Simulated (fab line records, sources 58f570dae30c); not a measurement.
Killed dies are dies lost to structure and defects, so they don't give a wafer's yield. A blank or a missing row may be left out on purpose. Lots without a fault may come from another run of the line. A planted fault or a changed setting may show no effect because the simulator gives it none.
Split-lot experiment | flow berkeley_cmos170 | 5 lots, 23 wafers read, on a route of 331 steps

THE SPLIT
At UCB170_M3_EXPOSE_12 (exposes mask METAL3, target cd 700 nm), the setting dose_mj was moved away from the recipe's 26 on 10 of the 23 wafers read, by -7.4% to +3.9%. The other wafers ran this setting at the recipe's value.

FROM THE SPLIT TO THE READING: what the file shows between them, 6 steps
- UCB170_M3_PEB_13
- UCB170_M3_DEVELOP_14: develop time 45 s
- UCB170_M3_CD_MEAS_15: target cd 700 nm
- UCB170_M3_ETCH_17: etches BARC in N2/H2 (also split here: source_w)
- UCB170_M3_METAL_ETCH_18: etches Al in Cl2/BCl3, stops on SiO2, target depth 1170 nm, time 195 s
- UCB170_M3_STRIP_19: strips in O2

THE READING
cd_nm, in nm, at UCB170_M3_CD_MEAS_90 (target cd 700 nm). Fault-free wafers of this fab line usually give 700 nm, standard deviation 4.9 nm.

wafer  | tool, chamber at the split | dose_mj as run | against the recipe | cd_nm, nm | against lot-mates on the recipe
L077.1 | krf_scanner-01, 0          | 24.08          | -7.4%              | 717       | +14
L077.2 | krf_scanner-01, 0          | 26             | recipe             | 703       | -
L077.3 | krf_scanner-01, 0          | 24.08          | -7.4%              | 718       | +15
L077.5 | krf_scanner-01, 0          | 26             | recipe             | 700       | -
L077.6 | krf_scanner-01, 0          | 26             | recipe             | 705       | -
L074.1 | krf_scanner-02, 0          | 26             | recipe             | 702       | -
L074.2 | krf_scanner-02, 0          | 26             | recipe             | 704       | -
L074.3 | krf_scanner-02, 0          | 26             | recipe             | 702       | -
L074.5 | krf_scanner-02, 0          | 27.02          | +3.9%              | 699       | -4
L074.6 | krf_scanner-02, 0          | 27.02          | +3.9%              | 697       | -6
L078.2 | krf_scanner-02, 0          | 26             | recipe             | 703       | -
L078.3 | krf_scanner-02, 0          | 26             | recipe             | 701       | -
L078.4 | krf_scanner-02, 0          | 26.88          | +3.4%              | 701       | -1
L078.5 | krf_scanner-02, 0          | 26.88          | +3.4%              | 697       | -5
L078.6 | krf_scanner-02, 0          | 26.88          | +3.4%              | 696       | -6
L082.2 | krf_scanner-01, 0          | 26             | recipe             | 703       | -
L082.4 | krf_scanner-01, 0          | 26             | recipe             | 706       | -
L082.5 | krf_scanner-01, 0          | 26             | recipe             | 703       | -
L085.1 | krf_scanner-01, 0          | 24.35          | -6.3%              | 706       | +10
L085.2 | krf_scanner-01, 0          | 26             | recipe             | 696       | -
L085.3 | krf_scanner-01, 0          | 24.35          | -6.3%              | 708       | +12
L085.4 | krf_scanner-01, 0          | 26             | recipe             | 695       | -
L085.6 | krf_scanner-01, 0          | 24.35          | -6.3%              | 708       | +12

THE FIT
A straight line over all 23 wafers: cd_nm changes by -1.36 nm for each +1% of dose_mj; r = -0.83; the points scatter about the line by 3.4 nm.
The same after taking each lot's own level away (the mean of its wafers on the recipe; 23 wafers): -1.73 nm for each +1%; r = -0.97; scatter 1.7 nm.
On that fit, the largest move of dose_mj shifts the reading by 13 nm.
The lots' own levels span 695.5 to 704.0 nm, that is 1.7 times the standard deviation above.
So the lot-to-lot level changes the slope: the two fits differ.
Check: with one of the wafers moved furthest among these (-7.4%) left out of the fit, the line predicts +13.3 nm for it against its lot-mates. It came out at +14.3 nm against them.

OTHER SPLITS ON THESE WAFERS
These wafers also went through other splits before the reading. Each is held against what the fit with the lots' levels taken away leaves over:
other split on the same wafers | wafers away from the commonest value | r with cd_nm (lot level and that fit taken away)
UCB170_M3_ETCH_17 source_w     | 5                                    | -0.22

THE WHOLE CHAIN: every reading that the file lists as answering this split, in the file's order
step                 | what it does         | reading                                                   | change (the file's fit)              | r (the file's)
UCB170_M3_CD_MEAS_15 | target cd 700 nm     | cd_nm                                                     | -1.75 nm for each +1% of the setting | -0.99
UCB170_M3_ETCH_17    | etches BARC in N2/H2 | M3.cd_nm (the simulator's own value, which no gauge read) | -1.79 nm for each +1% of the setting | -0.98
UCB170_M3_CD_MEAS_90 | target cd 700 nm     | cd_nm                                                     | -1.77 nm for each +1% of the setting | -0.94

THE FILE'S OWN FIT
cd_nm changes by -1.77 nm for each +1% of dose_mj, r = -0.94.
